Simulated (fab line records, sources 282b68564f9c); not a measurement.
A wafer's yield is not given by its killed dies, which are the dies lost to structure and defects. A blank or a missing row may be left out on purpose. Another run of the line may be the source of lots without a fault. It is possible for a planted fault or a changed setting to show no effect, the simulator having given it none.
Which of the tools did it? -- flow rit-cmos -- 6 lots with 18 wafers sampled at 2 steps, on a route of 202 steps

== WHAT THE GAUGES SHOWED, per wafer ==
RIT_GATE_THK_MEAS_09.
lot,measured,on,GATE_POLY_THK (nm)
L774,day 2 15:52,film-metro-02,251.3 250.7 249.5
L777,day 3 08:20,film-metro-04,246.6 248.6 248.4
L781,day 4 04:29,film-metro-04,254.8 253.9 254.3
L784,day 4 22:04,film-metro-03,256.0 254.3 254.8
L790,day 6 05:44,film-metro-04,264.0 266.1 265.8
L795,day 7 06:19,film-metro-03,255.1 251.5 253.3

== WHAT TOOL EACH LOT RAN ON (gives the tool, then ch and the chambers of the sampled wafers, and finally the start) ==
lot,RIT_GATE_CVD_08
L774,"lpcvd-01 ch 1, day 2 14:15"
L777,"lpcvd-02 ch 1, day 3 06:43"
L781,"lpcvd-02 ch 0, day 4 02:50"
L784,"lpcvd-02 ch 0, day 4 20:27"
L790,"lpcvd-02 ch 0, day 6 04:07"
L795,"lpcvd-01 ch 0, day 7 04:40"
- RIT_GATE_CVD_08: deposits poly-Si from SiH4, target thk 250 nm, time 2220 s.

== THE ANSWER, worked out from the rows above alone ==
Rule: the usual values come from the lots themselves. Put in order of their means at a reading, lots are off if they are a third of the lots or fewer, leave a main group of 4 or more, and stand apart from it by a gap of 3 or more times the standard deviation of the main group's means; of several such gaps the widest counts. A main group is skipped when, at the precision printed for the reading in the tables above, its means are all equal. A lot without any number at a reading at which 4 lots or more have one is off too. Any other lot the step has rows for is counted as sound.
Off: at RIT_GATE_THK_MEAS_09 (GATE_POLY_THK), L790. Main group: mean 252.2 nm, sd 2.7.
A tool fits if, at a process step before that reading, it ran every lot that is off, and no sound lot after the first of them. The gauges at RIT_GATE_THK_MEAS_09 are tried like those tools. Can't be told from this: 2 tools fit, lpcvd-02 at RIT_GATE_CVD_08, film-metro-04 at RIT_GATE_THK_MEAS_09.

== WHAT THE SIMULATOR PUT IN ==
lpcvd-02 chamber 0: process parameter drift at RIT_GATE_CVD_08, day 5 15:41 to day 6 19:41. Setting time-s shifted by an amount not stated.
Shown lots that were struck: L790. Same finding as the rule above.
